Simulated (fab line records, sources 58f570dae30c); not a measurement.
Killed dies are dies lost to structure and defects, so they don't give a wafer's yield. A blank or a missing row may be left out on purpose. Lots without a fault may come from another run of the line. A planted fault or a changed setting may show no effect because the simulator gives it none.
Which tool did it? | flow berkeley_cmos170 | 7 lots, 21 wafers sampled, at 3 steps of a route of 331

WHAT THE GAUGES READ, wafer by wafer
UCB170_NVT_TW_MEAS_09.
lot  | measured     | on            | NVT_TW
L997 | day 6 00:08  | film_metro-04 | 524.2 525.9 526.7
L999 | day 6 00:37  | film_metro-02 | 524.0 522.0 522.1
L102 | day 6 21:54  | film_metro-03 | 519.1 519.0 519.3
L105 | day 7 08:30  | film_metro-02 | 523.9 523.6 523.6
L110 | day 8 04:38  | film_metro-02 | 521.8 520.4 517.9
L117 | day 9 07:28  | film_metro-04 | 522.9 522.7 523.7
L119 | day 10 19:13 | film_metro-02 | 523.8 522.2 521.0

WHICH TOOL RAN EACH LOT (tool, then ch and the chambers of the sampled wafers, then the start)
lot  | UCB170_ZERO_HMDS_00              | UCB170_ZERO_STRIP_07
L997 | litho_track-01 ch 0, day 2 00:50 | plasma_asher-02 ch 0,1, day 2 01:42
L999 | litho_track-01 ch 0, day 2 09:33 | plasma_asher-04 ch 0,1, day 2 10:31
L102 | litho_track-04 ch 0, day 2 22:04 | plasma_asher-02 ch 0,1, day 2 23:32
L105 | litho_track-02 ch 0, day 3 15:41 | plasma_asher-02 ch 0,1, day 3 16:50
L110 | litho_track-04 ch 0, day 4 13:26 | plasma_asher-04 ch 0,1, day 4 15:10
L117 | litho_track-01 ch 0, day 6 01:23 | plasma_asher-03 ch 0,1, day 6 02:14
L119 | litho_track-02 ch 0, day 6 14:39 | plasma_asher-02 ch 0,1, day 6 15:50
- UCB170_ZERO_HMDS_00: prime time 60 s.
- UCB170_ZERO_STRIP_07: strips in O2.

THE ANSWER, worked out from the rows above alone
Rule: what is usual is taken from the lots themselves. Put in order of their means at a reading, lots are off if they are a third of the lots or fewer, leave a main group of 4 or more, and stand apart from it by a gap of 3 or more times the standard deviation of the main group's means; of several such gaps the widest counts. A main group whose means are all the same, to the digits that the tables above print for the reading, isn't used. A lot without any number at a reading at which 4 lots or more have one is off too. The other lots that the step has rows for count as sound.
No lot is off at any reading shown: from this, nothing can be told.

WHAT THE SIMULATOR HAD PUT IN
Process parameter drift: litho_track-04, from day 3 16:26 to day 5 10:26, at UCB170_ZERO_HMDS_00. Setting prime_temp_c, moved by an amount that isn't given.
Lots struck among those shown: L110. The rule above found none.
